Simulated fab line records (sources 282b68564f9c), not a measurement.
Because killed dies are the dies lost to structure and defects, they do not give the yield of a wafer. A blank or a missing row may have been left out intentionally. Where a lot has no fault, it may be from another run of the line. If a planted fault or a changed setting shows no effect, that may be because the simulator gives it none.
What tool caused it? | flow rit-cmos | 14 lots with 42 wafers sampled at 2 steps, on a route of 202 steps

== WHAT THE GAUGES READ, wafer by wafer ==
The record lacks any reading of a measuring or inspecting step that a usual standard deviation could be used to judge.

== TOOL THAT RAN EACH LOT (tool first, then ch and the chambers of the sampled wafers, then the start) ==
lot  | RIT_NWELL_IMPLANT_08           | RIT_M1_PROBE_99
L464 | implanter-02 ch 0, day 1 21:40 | prober-01, day 3 09:52
L466 | implanter-04 ch 0, day 2 08:21 | prober-01, day 3 20:31
L467 | implanter-03 ch 0, day 2 11:29 | prober-02, day 3 22:58
L468 | implanter-03 ch 0, day 2 17:11 | prober-01, day 4 04:59
L471 | implanter-03 ch 0, day 3 07:49 | prober-02, day 4 19:25
L472 | implanter-03 ch 0, day 3 12:47 | prober-01, day 5 01:25
L473 | implanter-02 ch 0, day 3 17:36 | prober-02, day 5 07:02
L474 | implanter-02 ch 0, day 3 22:36 | prober-01, day 5 11:22
L475 | implanter-02 ch 0, day 4 03:42 | prober-02, day 5 16:45
L476 | implanter-02 ch 0, day 4 09:59 | prober-01, day 5 23:16
L480 | implanter-03 ch 0, day 5 05:29 | prober-01, day 6 16:32
L484 | implanter-04 ch 0, day 6 00:43 | prober-01, day 7 13:31
L485 | implanter-03 ch 0, day 6 05:40 | prober-02, day 7 17:23
L487 | implanter-03 ch 0, day 6 16:50 | prober-02, day 8 05:35
- RIT_NWELL_IMPLANT_08
- RIT_M1_PROBE_99

== WHAT THE TOOLS THEMSELVES READ (means of the sampled wafers that have a number; where no wafer has one, the mark that the record gives instead) ==
RIT_NWELL_IMPLANT_08. Usual: beam-energy-keV 170.01, standard deviation 0.056; dose-ions-cm2 4.876e+13, standard deviation 5.8e+10.
lot  | tool         | beam-energy-keV | dose-ions-cm2 | flag
L464 | implanter-02 | 170.08          | 4.872e+13     |
L466 | implanter-04 | 169.98          | 4.870e+13     |
L467 | implanter-03 | 169.91          | 4.871e+13     |
L468 | implanter-03 | 170.01          | 4.878e+13     |
L471 | implanter-03 | 169.94          | 4.877e+13     |
L472 | implanter-03 | 170.06          | 4.878e+13     |
L473 | implanter-02 | 170.08          | 4.877e+13     |
L474 | implanter-02 | 170.01          | 4.878e+13     |
L475 | implanter-02 | 176.32          | 4.879e+13     | OFF
L476 | implanter-02 | 176.28          | 4.864e+13     | OFF
L480 | implanter-03 | 170.02          | 4.875e+13     |
L484 | implanter-04 | 170.04          | 4.880e+13     |
L485 | implanter-03 | 170.01          | 4.879e+13     |
L487 | implanter-03 | 170.02          | 4.883e+13     |

RIT_M1_PROBE_99. Usual: killed-at-contacts 0.1, standard deviation 0.29; killed-at-front-end 6.3, standard deviation 2.8; killed-dies 6.4, standard deviation 2.8; killed-open 3.3, standard deviation 1.7; killed-short 3.1, standard deviation 1.9.
lot  | tool      | killed-at-contacts | killed-at-front-end | killed-dies | killed-open | killed-short | flag
L464 | prober-01 | 0.0                | 6.7                 | 6.7         | 3.0         | 3.7          |
L466 | prober-01 | 0.0                | 7.3                 | 7.3         | 3.7         | 3.7          |
L467 | prober-02 | 0.0                | 7.7                 | 7.7         | 3.7         | 4.0          |
L468 | prober-01 | 0.3                | 7.3                 | 7.7         | 4.3         | 3.3          |
L471 | prober-02 | 0.0                | 6.0                 | 6.0         | 3.7         | 2.3          |
L472 | prober-01 | 0.0                | 4.7                 | 4.7         | 2.3         | 2.3          |
L473 | prober-02 | 0.0                | 7.3                 | 7.3         | 4.3         | 3.0          |
L474 | prober-01 | 0.0                | 7.0                 | 7.0         | 3.3         | 3.7          |
L475 | prober-02 | 0.7                | 6.0                 | 6.7         | 4.0         | 2.0          |
L476 | prober-01 | 0.0                | 5.7                 | 5.7         | 2.3         | 3.3          |
L480 | prober-01 | 0.0                | 6.0                 | 6.0         | 3.7         | 2.3          |
L484 | prober-01 | 0.3                | 6.7                 | 7.0         | 4.0         | 2.7          |
L485 | prober-02 | 0.0                | 5.7                 | 5.7         | 2.7         | 3.0          |
L487 | prober-02 | 0.0                | 8.0                 | 8.0         | 4.0         | 4.0          |

== THE ANSWER, worked out from the rows above alone ==
Rule: take the mean of a lot's wafers that have a number; if it is more than 3 standard deviations from the usual mean, the lot is off. Also off: a lot with no number at a reading for which 4 or more lots have one. The other lots that the step has rows for count as sound. First the gauges in route order, then the tools' own readings, where a lot's mean is used as printed above. At the first step where some lot is off, the reading lying furthest off is the one used; lots without a number count as furthest.
Off, at RIT_NWELL_IMPLANT_08 on beam-energy-keV: L475, L476.
If a tool, at that step or one of the process steps before it, ran each lot that is off and ran no sound lot following the first of them, it fits. One fits: implanter-02 at RIT_NWELL_IMPLANT_08. Its last sound lot is L474 (day 3 22:36), its first lot that is off L475 (day 4 03:42): a fault that began between those two fits.
The tool's own readings at RIT_NWELL_IMPLANT_08 bear it out: on the lots that are off they differ by more than 5 times the standard deviation of the sound lots' means. beam-energy-keV reads 176.30 there against 170.01 on the sound lots.

== WHAT WAS PUT IN BY THE SIMULATOR ==
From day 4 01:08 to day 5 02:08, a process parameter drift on implanter-02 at RIT_NWELL_IMPLANT_08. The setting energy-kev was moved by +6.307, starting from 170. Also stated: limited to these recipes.
Struck lots among those shown: L475, L476. The same result came from the rule above.
